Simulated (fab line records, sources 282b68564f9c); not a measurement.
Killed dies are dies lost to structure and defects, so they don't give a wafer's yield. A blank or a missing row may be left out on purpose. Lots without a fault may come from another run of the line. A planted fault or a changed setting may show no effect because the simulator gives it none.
A struck lot beside a sound one | flow rit_cmos | 15 steps out of a route of 202
Sound: wafers L130.2, L130.5, L130.6. Struck: wafers L141.2, L141.3, L141.5. The cause comes at the end.
At each step with rows: each side's tool, then ch and its chambers, then its first start. Under that, the readings that differ: sound wafers | struck wafers | difference of the means | sigmas: that difference in standard deviations of wafers without a fault.
alike: readings whose means differ by less than 2 such deviations, and words and numbers that are the same on both sides. not compared: withheld readings, readings that some wafer has no value for, bounds like >300 that may hide the same value, and numbers for which the record gives no deviation and whose values overlap.
The two part at a step that has a row with sigmas, a row that says differs or no value, or rows on one side only. Numbers that don't overlap but have no deviation are shown without sigmas and don't part them. A reading that every wafer of one side lacks parts them only if that side has two wafers or more.

first, 2 steps without rows for these wafers: RIT_SPACER_CLEAN_02 (cleans in SC2, time 600 s); RIT_SPACER_CVD_03 (deposits Si3N4 from SiH2Cl2/NH3, target thk 250 nm, time 3300 s).
RIT_SPACER_THK_MEAS_04:
  sound on film_metro-01, day 3 12:38; struck on film_metro-01, day 5 17:17
  alike: SPACER_NITRIDE_THK
RIT_SPACER_ETCHBACK_05: etches Si3N4 in SF6/CHF3, stops on SiO2, target depth 250 nm, time 240 s.
  sound on rie_diel-03 ch 0,1, day 3 12:41; struck on rie_diel-03 ch 0,2, day 5 17:20
  alike: drypump_motor_current_A, oes_product_au, throttle_valve_pct
  not compared: rf_hours_counter_h
then, 6 steps without rows for these wafers: RIT_NSD_HMDS_00 (prime time 60 s); RIT_NSD_COAT_01 (resist thk 1000 nm); RIT_NSD_SOFTBAKE_02 (time 60 s); RIT_NSD_EXPOSE_03 (exposes mask M9, target cd 40700 nm); RIT_NSD_PEB_04; RIT_NSD_DEVELOP_05 (develop time 50 s).
RIT_NSD_OVL_MEAS_06:
  sound on overlay-02, day 3 13:49; struck on overlay-02, day 5 18:20
  alike: NSD_OVL
then, 1 step without rows for these wafers: RIT_NSD_HARDBAKE_07 (time 60 s).
RIT_NSD_IMPLANT_08:
  sound on implanter-02 ch 0, day 3 14:01; struck on implanter-02 ch 0, day 5 18:32
  reading                   | sound                | struck               | difference | sigmas
  beam_energy_keV           | 25.012 25.002 25.011 | 24.093 24.094 24.094 | -0.915     | -99 or more
  model.implant.rp_nm (nm)  | 31.8 31.8 31.8       | 31.61 31.61 31.61    | -0.19      |
  model.implant.drp_nm (nm) | 14.84 14.84 14.84    | 14.51 14.51 14.51    | -0.33      |
RIT_NSD_STRIP_09: strips in O2, time 180 s.
  sound on plasma_asher-01 ch 0,1, day 3 14:08; struck on plasma_asher-01 ch 0, day 5 18:40
  alike: drypump_motor_current_A
  not compared: rf_hours_counter_h
RIT_M1_PROBE_99:
  sound on prober-01, day 3 23:59; struck on prober-01, day 6 04:15
  alike: killed_at_contacts, killed_at_front_end, killed_dies, killed_open, killed_short

WHERE THEY PART
Only at RIT_NSD_IMPLANT_08, within this record. Later steps at which nothing parts them and some readings are alike: RIT_NSD_STRIP_09, RIT_M1_PROBE_99.

WHY: what the simulator had put in
Process parameter drift: implanter-02, from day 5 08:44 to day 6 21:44, at RIT_NSD_IMPLANT_08. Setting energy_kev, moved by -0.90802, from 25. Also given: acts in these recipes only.
